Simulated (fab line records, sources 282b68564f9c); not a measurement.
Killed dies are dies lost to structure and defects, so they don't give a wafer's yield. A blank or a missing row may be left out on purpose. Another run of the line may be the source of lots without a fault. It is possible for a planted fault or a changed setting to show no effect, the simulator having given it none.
fab line records / flow ritCmos
record: lots: 14 wafers: 42 lastDay: 7
route steps=202 shown FOX1@20 SILICIDE@163 CONTACT@181 M1@186
lots with no fault: from the same line, run without faults
startH: start of the lot's first displayed wafer, in hours after the record's first day / waitH: how many hours have passed since the lot's step before this one / " repeats the value in the row above / L1.1+2: a row that stands for several wafers / - no value, or no start was given / * or withheld: withheld / < > ~ a bound
route shown NAME@n: a module of which the file shows steps, and the number in the route of the first / usual: the fault-free wafers' mean and standard deviation / same: alike in all rows / chamber/n: place in a boat / sites: each site's reading / _std_site: standard deviation across them / _edge_site: inner sites' mean taken away from outer sites' mean / radiusMm: for every site, how far away it sits from the centre of the wafer / mask NAME#n: copy n / behind: the last tool/chamber to shape the wafer / hold: why the lot went on hold/how many hours it stayed there/how the hold came to an end / device: names the non-switching transistor (n, p or np) / end of line: the route-end tests of the same wafers / step lacking rows: just its recipe / killed: not the wafer's yield, but the dies lost to structure and defects at the first sort / map: a wafer's dies, x killed, . not, _ none there
set.NAME: setting as actually run; set.NAME@STEP: the setting as run at that earlier step / model.NAME: the simulator's own value behind a step, which no gauge read
steps of the route over a sample of lots; a table a step, a row a wafer
services: from which hour (startH, from the record's first day; less than 0 if before it) a tool's chamber was out of use, for how many hours, and why
== steps ==
step: RIT_FOX1_OXIDATION_00
recipe: tempC: 1100 ambient: H2O targetThkA: 3507 pH2oTorr: 720 oxTimeS: 1130
lot.wafer=L682.1+2+6 tool=furnace-03 chamber=0 startH=22.05 waitH=0.3
lot.wafer=L684.4+5+6 tool=furnace-01 chamber=0 startH=32.53 waitH=1.3
lot.wafer=L685.1+2+6 tool=furnace-03 chamber=0 startH=36.33 waitH=0.0
lot.wafer=L687.1+5+6 tool=furnace-01 chamber=0 startH=50.16 waitH=1.9
lot.wafer=L688.2+3+6 tool=furnace-04 chamber=0 startH=55.25 waitH=2.6
lot.wafer=L689.2+5+6 tool=furnace-04 chamber=0 startH=57.52 waitH=0.0
lot.wafer=L690.1+4+6 tool=furnace-01 chamber=0 startH=62.51 waitH=0.4
lot.wafer=L697.1+3+4 tool=furnace-03 chamber=0 startH=98.05 waitH=2.3
lot.wafer=L698.2+4+6 tool=furnace-01 chamber=0 startH=101.66 waitH=0.0
lot.wafer=L699.2+5+6 tool=furnace-01 chamber=0 startH=107.05 waitH=0.7
lot.wafer=L700.1+2+6 tool=furnace-04 chamber=0 startH=113.23 waitH=2.7
lot.wafer=L701.1+3+5 tool=furnace-03 chamber=0 startH=117.11 waitH=0.4
lot.wafer=L702.1+2+3 tool=furnace-04 chamber=0 startH=121.79 waitH=0.0
lot.wafer=L703.2+3+6 tool=furnace-04 chamber=0 startH=127.41 waitH=1.7
step: RIT_FOX1_THK_MEAS_01
recipe: reads: SiO2_of_FOX1_OXIDATION_00
usual: FOX1_OXIDE_THK: 351/6.3
lot.wafer=L682.1 tool=filmMetro-03 chamber=- startH=23.37 waitH=0.0 FOX1_OXIDE_THK[nm]=359
lot.wafer=L682.2 tool=filmMetro-03 chamber=- startH=23.37 waitH=0.0 FOX1_OXIDE_THK[nm]=350
lot.wafer=L682.6 tool=filmMetro-03 chamber=- startH=23.37 waitH=0.0 FOX1_OXIDE_THK[nm]=355
lot.wafer=L684.4 tool=filmMetro-03 chamber=- startH=33.87 waitH=0.0 FOX1_OXIDE_THK[nm]=343
lot.wafer=L684.5 tool=filmMetro-03 chamber=- startH=33.87 waitH=0.0 FOX1_OXIDE_THK[nm]=357
lot.wafer=L684.6 tool=filmMetro-03 chamber=- startH=33.87 waitH=0.0 FOX1_OXIDE_THK[nm]=351
lot.wafer=L685.1 tool=filmMetro-02 chamber=- startH=37.64 waitH=0.0 FOX1_OXIDE_THK[nm]=355
lot.wafer=L685.2 tool=filmMetro-02 chamber=- startH=37.64 waitH=0.0 FOX1_OXIDE_THK[nm]=354
lot.wafer=L685.6 tool=filmMetro-02 chamber=- startH=37.64 waitH=0.0 FOX1_OXIDE_THK[nm]=355
lot.wafer=L687.1 tool=filmMetro-02 chamber=- startH=51.48 waitH=0.0 FOX1_OXIDE_THK[nm]=356
lot.wafer=L687.5 tool=filmMetro-02 chamber=- startH=51.48 waitH=0.0 FOX1_OXIDE_THK[nm]=354
lot.wafer=L687.6 tool=filmMetro-02 chamber=- startH=51.48 waitH=0.0 FOX1_OXIDE_THK[nm]=360
lot.wafer=L688.2 tool=filmMetro-01 chamber=- startH=56.57 waitH=0.0 FOX1_OXIDE_THK[nm]=346
lot.wafer=L688.3 tool=filmMetro-01 chamber=- startH=56.57 waitH=0.0 FOX1_OXIDE_THK[nm]=344
lot.wafer=L688.6 tool=filmMetro-01 chamber=- startH=56.57 waitH=0.0 FOX1_OXIDE_THK[nm]=344
lot.wafer=L689.2 tool=filmMetro-02 chamber=- startH=58.85 waitH=0.0 FOX1_OXIDE_THK[nm]=344
lot.wafer=L689.5 tool=filmMetro-02 chamber=- startH=58.85 waitH=0.0 FOX1_OXIDE_THK[nm]=347
lot.wafer=L689.6 tool=filmMetro-02 chamber=- startH=58.85 waitH=0.0 FOX1_OXIDE_THK[nm]=344
lot.wafer=L690.1 tool=filmMetro-03 chamber=- startH=63.83 waitH=0.0 FOX1_OXIDE_THK[nm]=335
lot.wafer=L690.4 tool=filmMetro-03 chamber=- startH=63.83 waitH=0.0 FOX1_OXIDE_THK[nm]=338
lot.wafer=L690.6 tool=filmMetro-03 chamber=- startH=63.83 waitH=0.0 FOX1_OXIDE_THK[nm]=342
lot.wafer=L697.1 tool=filmMetro-03 chamber=- startH=99.36 waitH=0.0 FOX1_OXIDE_THK[nm]=345
lot.wafer=L697.3 tool=filmMetro-03 chamber=- startH=99.36 waitH=0.0 FOX1_OXIDE_THK[nm]=342
lot.wafer=L697.4 tool=filmMetro-03 chamber=- startH=99.36 waitH=0.0 FOX1_OXIDE_THK[nm]=346
lot.wafer=L698.2 tool=filmMetro-03 chamber=- startH=102.98 waitH=0.0 FOX1_OXIDE_THK[nm]=405
lot.wafer=L698.4 tool=filmMetro-03 chamber=- startH=102.98 waitH=0.0 FOX1_OXIDE_THK[nm]=403
lot.wafer=L698.6 tool=filmMetro-03 chamber=- startH=102.98 waitH=0.0 FOX1_OXIDE_THK[nm]=394
lot.wafer=L699.2 tool=filmMetro-03 chamber=- startH=108.38 waitH=0.0 FOX1_OXIDE_THK[nm]=397
lot.wafer=L699.5 tool=filmMetro-03 chamber=- startH=108.38 waitH=0.0 FOX1_OXIDE_THK[nm]=399
lot.wafer=L699.6 tool=filmMetro-03 chamber=- startH=108.38 waitH=0.0 FOX1_OXIDE_THK[nm]=395
lot.wafer=L700.1 tool=filmMetro-02 chamber=- startH=114.54 waitH=0.0 FOX1_OXIDE_THK[nm]=347
lot.wafer=L700.2 tool=filmMetro-02 chamber=- startH=114.54 waitH=0.0 FOX1_OXIDE_THK[nm]=350
lot.wafer=L700.6 tool=filmMetro-02 chamber=- startH=114.54 waitH=0.0 FOX1_OXIDE_THK[nm]=353
lot.wafer=L701.1 tool=filmMetro-01 chamber=- startH=118.42 waitH=0.0 FOX1_OXIDE_THK[nm]=351
lot.wafer=L701.3 tool=filmMetro-01 chamber=- startH=118.42 waitH=0.0 FOX1_OXIDE_THK[nm]=357
lot.wafer=L701.5 tool=filmMetro-01 chamber=- startH=118.42 waitH=0.0 FOX1_OXIDE_THK[nm]=352
lot.wafer=L702.1 tool=filmMetro-03 chamber=- startH=123.11 waitH=0.0 FOX1_OXIDE_THK[nm]=345
lot.wafer=L702.2 tool=filmMetro-03 chamber=- startH=123.11 waitH=0.0 FOX1_OXIDE_THK[nm]=349
lot.wafer=L702.3 tool=filmMetro-03 chamber=- startH=123.11 waitH=0.0 FOX1_OXIDE_THK[nm]=349
lot.wafer=L703.2 tool=filmMetro-03 chamber=- startH=128.73 waitH=0.0 FOX1_OXIDE_THK[nm]=349
lot.wafer=L703.3 tool=filmMetro-03 chamber=- startH=128.73 waitH=0.0 FOX1_OXIDE_THK[nm]=349
lot.wafer=L703.6 tool=filmMetro-03 chamber=- startH=128.73 waitH=0.0 FOX1_OXIDE_THK[nm]=349
step: RIT_SILICIDE_RS_MEAS_02
recipe: thkMeasGauge: four-point-probe reads: Ti_of_SILICIDE_SPUTTER_01
usual: SILICIDE_TI_RS: 48.2/0.68
lot.wafer=L682.1 tool=filmMetro-04 chamber=- startH=56.78 waitH=0.1 SILICIDE_TI_RS[ohm/sq]=47.3
lot.wafer=L682.2 tool=filmMetro-04 chamber=- startH=56.78 waitH=0.1 SILICIDE_TI_RS[ohm/sq]=46.9
lot.wafer=L682.6 tool=filmMetro-04 chamber=- startH=56.78 waitH=0.1 SILICIDE_TI_RS[ohm/sq]=47.4
lot.wafer=L684.4 tool=filmMetro-03 chamber=- startH=71.09 waitH=0.1 SILICIDE_TI_RS[ohm/sq]=48.8
lot.wafer=L684.5 tool=filmMetro-03 chamber=- startH=71.09 waitH=0.1 SILICIDE_TI_RS[ohm/sq]=49.0
lot.wafer=L684.6 tool=filmMetro-03 chamber=- startH=71.09 waitH=0.1 SILICIDE_TI_RS[ohm/sq]=47.9
lot.wafer=L685.1 tool=filmMetro-04 chamber=- startH=74.04 waitH=0.1 SILICIDE_TI_RS[ohm/sq]=48.4
lot.wafer=L685.2 tool=filmMetro-04 chamber=- startH=74.04 waitH=0.1 SILICIDE_TI_RS[ohm/sq]=48.6
lot.wafer=L685.6 tool=filmMetro-04 chamber=- startH=74.04 waitH=0.1 SILICIDE_TI_RS[ohm/sq]=48.5
lot.wafer=L687.1 tool=filmMetro-03 chamber=- startH=88.74 waitH=0.1 SILICIDE_TI_RS[ohm/sq]=48.0
lot.wafer=L687.5 tool=filmMetro-03 chamber=- startH=88.74 waitH=0.1 SILICIDE_TI_RS[ohm/sq]=49.0
lot.wafer=L687.6 tool=filmMetro-03 chamber=- startH=88.74 waitH=0.1 SILICIDE_TI_RS[ohm/sq]=49.0
lot.wafer=L688.2 tool=filmMetro-03 chamber=- startH=92.09 waitH=0.1 SILICIDE_TI_RS[ohm/sq]=47.6
lot.wafer=L688.3 tool=filmMetro-03 chamber=- startH=92.09 waitH=0.1 SILICIDE_TI_RS[ohm/sq]=47.1
lot.wafer=L688.6 tool=filmMetro-03 chamber=- startH=92.09 waitH=0.1 SILICIDE_TI_RS[ohm/sq]=47.7
lot.wafer=L689.2 tool=filmMetro-04 chamber=- startH=92.57 waitH=0.1 SILICIDE_TI_RS[ohm/sq]=49.1
lot.wafer=L689.5 tool=filmMetro-04 chamber=- startH=92.57 waitH=0.1 SILICIDE_TI_RS[ohm/sq]=49.1
lot.wafer=L689.6 tool=filmMetro-04 chamber=- startH=92.57 waitH=0.1 SILICIDE_TI_RS[ohm/sq]=49.1
lot.wafer=L690.1 tool=filmMetro-03 chamber=- startH=100.66 waitH=0.1 SILICIDE_TI_RS[ohm/sq]=47.3
lot.wafer=L690.4 tool=filmMetro-03 chamber=- startH=100.66 waitH=0.1 SILICIDE_TI_RS[ohm/sq]=47.1
lot.wafer=L690.6 tool=filmMetro-03 chamber=- startH=100.66 waitH=0.1 SILICIDE_TI_RS[ohm/sq]=46.8
lot.wafer=L697.1 tool=filmMetro-03 chamber=- startH=135.45 waitH=0.1 SILICIDE_TI_RS[ohm/sq]=49.0
lot.wafer=L697.3 tool=filmMetro-03 chamber=- startH=135.45 waitH=0.1 SILICIDE_TI_RS[ohm/sq]=48.6
lot.wafer=L697.4 tool=filmMetro-03 chamber=- startH=135.45 waitH=0.1 SILICIDE_TI_RS[ohm/sq]=48.0
lot.wafer=L698.2 tool=filmMetro-03 chamber=- startH=136.65 waitH=0.1 SILICIDE_TI_RS[ohm/sq]=47.6
lot.wafer=L698.4 tool=filmMetro-03 chamber=- startH=136.65 waitH=0.1 SILICIDE_TI_RS[ohm/sq]=48.0
lot.wafer=L698.6 tool=filmMetro-03 chamber=- startH=136.65 waitH=0.1 SILICIDE_TI_RS[ohm/sq]=47.8
lot.wafer=L699.2 tool=filmMetro-03 chamber=- startH=146.09 waitH=0.1 SILICIDE_TI_RS[ohm/sq]=48.0
lot.wafer=L699.5 tool=filmMetro-03 chamber=- startH=146.09 waitH=0.1 SILICIDE_TI_RS[ohm/sq]=47.5
lot.wafer=L699.6 tool=filmMetro-03 chamber=- startH=146.09 waitH=0.1 SILICIDE_TI_RS[ohm/sq]=47.6
lot.wafer=L700.1 tool=filmMetro-04 chamber=- startH=151.06 waitH=0.1 SILICIDE_TI_RS[ohm/sq]=49.4
lot.wafer=L700.2 tool=filmMetro-04 chamber=- startH=151.06 waitH=0.1 SILICIDE_TI_RS[ohm/sq]=49.4
lot.wafer=L700.6 tool=filmMetro-04 chamber=- startH=151.06 waitH=0.1 SILICIDE_TI_RS[ohm/sq]=49.7
lot.wafer=L701.1 tool=filmMetro-03 chamber=- startH=153.76 waitH=0.1 SILICIDE_TI_RS[ohm/sq]=47.6
lot.wafer=L701.3 tool=filmMetro-03 chamber=- startH=153.76 waitH=0.1 SILICIDE_TI_RS[ohm/sq]=47.3
lot.wafer=L701.5 tool=filmMetro-03 chamber=- startH=153.76 waitH=0.1 SILICIDE_TI_RS[ohm/sq]=48.1
lot.wafer=L702.1 tool=filmMetro-04 chamber=- startH=159.16 waitH=0.1 SILICIDE_TI_RS[ohm/sq]=47.6
lot.wafer=L702.2 tool=filmMetro-04 chamber=- startH=159.16 waitH=0.1 SILICIDE_TI_RS[ohm/sq]=48.2
lot.wafer=L702.3 tool=filmMetro-04 chamber=- startH=159.16 waitH=0.1 SILICIDE_TI_RS[ohm/sq]=48.1
lot.wafer=L703.2 tool=filmMetro-03 chamber=- startH=165.94 waitH=0.1 SILICIDE_TI_RS[ohm/sq]=48.4
lot.wafer=L703.3 tool=filmMetro-03 chamber=- startH=165.94 waitH=0.1 SILICIDE_TI_RS[ohm/sq]=48.3
lot.wafer=L703.6 tool=filmMetro-03 chamber=- startH=165.94 waitH=0.1 SILICIDE_TI_RS[ohm/sq]=48.0
step: RIT_CONTACT_CD_MEAS_90
recipe: targetCdNm: 1000
usual: cdNm: 999.0/2.1
lot.wafer=L682.1 tool=cdSem-01 chamber=- startH=59.01 waitH=0.1 cdNm=997.8
lot.wafer=L682.2 tool=cdSem-01 chamber=- startH=59.01 waitH=0.1 cdNm=999.3
lot.wafer=L682.6 tool=cdSem-01 chamber=- startH=59.01 waitH=0.1 cdNm=998.2
lot.wafer=L684.4 tool=cdSem-01 chamber=- startH=73.50 waitH=0.1 cdNm=1001.4
lot.wafer=L684.5 tool=cdSem-01 chamber=- startH=73.50 waitH=0.1 cdNm=1002.5
lot.wafer=L684.6 tool=cdSem-01 chamber=- startH=73.50 waitH=0.1 cdNm=1002.2
lot.wafer=L685.1 tool=cdSem-01 chamber=- startH=76.50 waitH=0.1 cdNm=994.3
lot.wafer=L685.2 tool=cdSem-01 chamber=- startH=76.50 waitH=0.1 cdNm=995.3
lot.wafer=L685.6 tool=cdSem-01 chamber=- startH=76.50 waitH=0.1 cdNm=997.3
lot.wafer=L687.1 tool=cdSem-01 chamber=- startH=91.09 waitH=0.1 cdNm=998.6
lot.wafer=L687.5 tool=cdSem-01 chamber=- startH=91.09 waitH=0.1 cdNm=997.1
lot.wafer=L687.6 tool=cdSem-01 chamber=- startH=91.09 waitH=0.1 cdNm=998.7
lot.wafer=L688.2 tool=cdSem-01 chamber=- startH=94.19 waitH=0.1 cdNm=1003.7
lot.wafer=L688.3 tool=cdSem-01 chamber=- startH=94.19 waitH=0.1 cdNm=1002.2
lot.wafer=L688.6 tool=cdSem-01 chamber=- startH=94.19 waitH=0.1 cdNm=999.2
lot.wafer=L689.2 tool=cdSem-02 chamber=- startH=94.90 waitH=0.1 cdNm=997.4
lot.wafer=L689.5 tool=cdSem-02 chamber=- startH=94.90 waitH=0.1 cdNm=996.1
lot.wafer=L689.6 tool=cdSem-02 chamber=- startH=94.90 waitH=0.1 cdNm=996.8
lot.wafer=L690.1 tool=cdSem-01 chamber=- startH=103.00 waitH=0.1 cdNm=998.8
lot.wafer=L690.4 tool=cdSem-01 chamber=- startH=103.00 waitH=0.1 cdNm=1000.4
lot.wafer=L690.6 tool=cdSem-01 chamber=- startH=103.00 waitH=0.1 cdNm=1001.5
lot.wafer=L697.1 tool=cdSem-02 chamber=- startH=137.71 waitH=0.1 cdNm=998.2
lot.wafer=L697.3 tool=cdSem-02 chamber=- startH=137.71 waitH=0.1 cdNm=998.7
lot.wafer=L697.4 tool=cdSem-02 chamber=- startH=137.71 waitH=0.1 cdNm=997.1
lot.wafer=L698.2 tool=cdSem-02 chamber=- startH=138.89 waitH=0.1 cdNm=1000.2
lot.wafer=L698.4 tool=cdSem-02 chamber=- startH=138.89 waitH=0.1 cdNm=999.6
lot.wafer=L698.6 tool=cdSem-02 chamber=- startH=138.89 waitH=0.1 cdNm=1000.7
lot.wafer=L699.2 tool=cdSem-02 chamber=- startH=148.19 waitH=0.1 cdNm=993.9
lot.wafer=L699.5 tool=cdSem-02 chamber=- startH=148.19 waitH=0.1 cdNm=995.4
lot.wafer=L699.6 tool=cdSem-02 chamber=- startH=148.19 waitH=0.1 cdNm=993.8
lot.wafer=L700.1 tool=cdSem-01 chamber=- startH=153.29 waitH=0.1 cdNm=999.5
lot.wafer=L700.2 tool=cdSem-01 chamber=- startH=153.29 waitH=0.1 cdNm=999.8
lot.wafer=L700.6 tool=cdSem-01 chamber=- startH=153.29 waitH=0.1 cdNm=998.3
lot.wafer=L701.1 tool=cdSem-02 chamber=- startH=156.25 waitH=0.1 cdNm=997.1
lot.wafer=L701.3 tool=cdSem-02 chamber=- startH=156.25 waitH=0.1 cdNm=997.2
lot.wafer=L701.5 tool=cdSem-02 chamber=- startH=156.25 waitH=0.1 cdNm=997.6
lot.wafer=L702.1 tool=cdSem-01 chamber=- startH=161.27 waitH=0.1 cdNm=995.1
lot.wafer=L702.2 tool=cdSem-01 chamber=- startH=161.27 waitH=0.1 cdNm=996.0
lot.wafer=L702.3 tool=cdSem-01 chamber=- startH=161.27 waitH=0.1 cdNm=997.1
lot.wafer=L703.2 tool=cdSem-01 chamber=- startH=168.08 waitH=0.1 cdNm=1000.2
lot.wafer=L703.3 tool=cdSem-01 chamber=- startH=168.08 waitH=0.1 cdNm=998.1
lot.wafer=L703.6 tool=cdSem-01 chamber=- startH=168.08 waitH=0.1 cdNm=998.1
step: RIT_M1_THK_MEAS_02
recipe: thkMeasGauge: xrf reads: Al_of_M1_SPUTTER_00
usual: M1_AL_THK: 398/5.1
lot.wafer=L682.1 tool=filmMetro-04 chamber=- startH=59.90 waitH=0.1 M1_AL_THK[nm]=403
lot.wafer=L682.2 tool=filmMetro-04 chamber=- startH=59.90 waitH=0.1 M1_AL_THK[nm]=410
lot.wafer=L682.6 tool=filmMetro-04 chamber=- startH=59.90 waitH=0.1 M1_AL_THK[nm]=405
lot.wafer=L684.4 tool=filmMetro-02 chamber=- startH=74.39 waitH=0.1 M1_AL_THK[nm]=407
lot.wafer=L684.5 tool=filmMetro-02 chamber=- startH=74.39 waitH=0.1 M1_AL_THK[nm]=407
lot.wafer=L684.6 tool=filmMetro-02 chamber=- startH=74.39 waitH=0.1 M1_AL_THK[nm]=404
lot.wafer=L685.1 tool=filmMetro-04 chamber=- startH=77.41 waitH=0.1 M1_AL_THK[nm]=396
lot.wafer=L685.2 tool=filmMetro-04 chamber=- startH=77.41 waitH=0.1 M1_AL_THK[nm]=400
lot.wafer=L685.6 tool=filmMetro-04 chamber=- startH=77.41 waitH=0.1 M1_AL_THK[nm]=400
lot.wafer=L687.1 tool=filmMetro-02 chamber=- startH=92.03 waitH=0.1 M1_AL_THK[nm]=409
lot.wafer=L687.5 tool=filmMetro-02 chamber=- startH=92.03 waitH=0.1 M1_AL_THK[nm]=400
lot.wafer=L687.6 tool=filmMetro-02 chamber=- startH=92.03 waitH=0.1 M1_AL_THK[nm]=400
lot.wafer=L688.2 tool=filmMetro-04 chamber=- startH=95.08 waitH=0.1 M1_AL_THK[nm]=396
lot.wafer=L688.3 tool=filmMetro-04 chamber=- startH=95.08 waitH=0.1 M1_AL_THK[nm]=391
lot.wafer=L688.6 tool=filmMetro-04 chamber=- startH=95.08 waitH=0.1 M1_AL_THK[nm]=399
lot.wafer=L689.2 tool=filmMetro-02 chamber=- startH=95.81 waitH=0.1 M1_AL_THK[nm]=403
lot.wafer=L689.5 tool=filmMetro-02 chamber=- startH=95.81 waitH=0.1 M1_AL_THK[nm]=405
lot.wafer=L689.6 tool=filmMetro-02 chamber=- startH=95.81 waitH=0.1 M1_AL_THK[nm]=406
lot.wafer=L690.1 tool=filmMetro-04 chamber=- startH=103.92 waitH=0.1 M1_AL_THK[nm]=394
lot.wafer=L690.4 tool=filmMetro-04 chamber=- startH=103.92 waitH=0.1 M1_AL_THK[nm]=392
lot.wafer=L690.6 tool=filmMetro-04 chamber=- startH=103.92 waitH=0.1 M1_AL_THK[nm]=393
lot.wafer=L697.1 tool=filmMetro-01 chamber=- startH=138.60 waitH=0.1 M1_AL_THK[nm]=390
lot.wafer=L697.3 tool=filmMetro-01 chamber=- startH=138.60 waitH=0.1 M1_AL_THK[nm]=388
lot.wafer=L697.4 tool=filmMetro-01 chamber=- startH=138.60 waitH=0.1 M1_AL_THK[nm]=393
lot.wafer=L698.2 tool=filmMetro-04 chamber=- startH=139.77 waitH=0.1 M1_AL_THK[nm]=399
lot.wafer=L698.4 tool=filmMetro-04 chamber=- startH=139.77 waitH=0.1 M1_AL_THK[nm]=400
lot.wafer=L698.6 tool=filmMetro-04 chamber=- startH=139.77 waitH=0.1 M1_AL_THK[nm]=394
lot.wafer=L699.2 tool=filmMetro-01 chamber=- startH=149.07 waitH=0.1 M1_AL_THK[nm]=391
lot.wafer=L699.5 tool=filmMetro-01 chamber=- startH=149.07 waitH=0.1 M1_AL_THK[nm]=398
lot.wafer=L699.6 tool=filmMetro-01 chamber=- startH=149.07 waitH=0.1 M1_AL_THK[nm]=396
lot.wafer=L700.1 tool=filmMetro-01 chamber=- startH=154.19 waitH=0.1 M1_AL_THK[nm]=398
lot.wafer=L700.2 tool=filmMetro-01 chamber=- startH=154.19 waitH=0.1 M1_AL_THK[nm]=393
lot.wafer=L700.6 tool=filmMetro-01 chamber=- startH=154.19 waitH=0.1 M1_AL_THK[nm]=400
lot.wafer=L701.1 tool=filmMetro-01 chamber=- startH=157.31 waitH=0.1 M1_AL_THK[nm]=396
lot.wafer=L701.3 tool=filmMetro-01 chamber=- startH=157.31 waitH=0.1 M1_AL_THK[nm]=392
lot.wafer=L701.5 tool=filmMetro-01 chamber=- startH=157.31 waitH=0.1 M1_AL_THK[nm]=397
lot.wafer=L702.1 tool=filmMetro-04 chamber=- startH=162.15 waitH=0.1 M1_AL_THK[nm]=404
lot.wafer=L702.2 tool=filmMetro-04 chamber=- startH=162.15 waitH=0.1 M1_AL_THK[nm]=403
lot.wafer=L702.3 tool=filmMetro-04 chamber=- startH=162.15 waitH=0.1 M1_AL_THK[nm]=399
lot.wafer=L703.2 tool=filmMetro-01 chamber=- startH=168.95 waitH=0.1 M1_AL_THK[nm]=397
lot.wafer=L703.3 tool=filmMetro-01 chamber=- startH=168.95 waitH=0.1 M1_AL_THK[nm]=397
lot.wafer=L703.6 tool=filmMetro-01 chamber=- startH=168.95 waitH=0.1 M1_AL_THK[nm]=395
== services ==
tool=furnace-03 chamber=- startH=45.85 hours=9.7 kind=pm
tool=furnace-01 chamber=- startH=68.91 hours=3.5 kind=pm
== key ==
firstSign: step: RIT_FOX1_THK_MEAS_01 reading: FOX1_OXIDE_THK direction: up sigmas: 7.7 usual: 351 struck: 399
effect none on later readings
metAt RIT_FOX1_OXIDATION_00
struckLots L698,L699
testerLeftOut L698,L699
notActingAt RIT_SILICIDE_RS_MEAS_02,RIT_CONTACT_CD_MEAS_90,RIT_M1_THK_MEAS_02
onsetBetween 62.51 101.66
fault: kind: processParameterDrift tool: furnace-01 chamber: - onsetH: 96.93 steps: RIT_FOX1_OXIDATION_00 channel: oxTimeS offset: * shape: step endH: 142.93 actsIn: * stated: *
testerLeftOut: of these lots the tester's yield and bins aren't shown, on N5 and GAA mostly nor the transistor test; their killed dies are dies lost to structure and defects alone, not to doping, threshold or leakage, so they don't give the yield
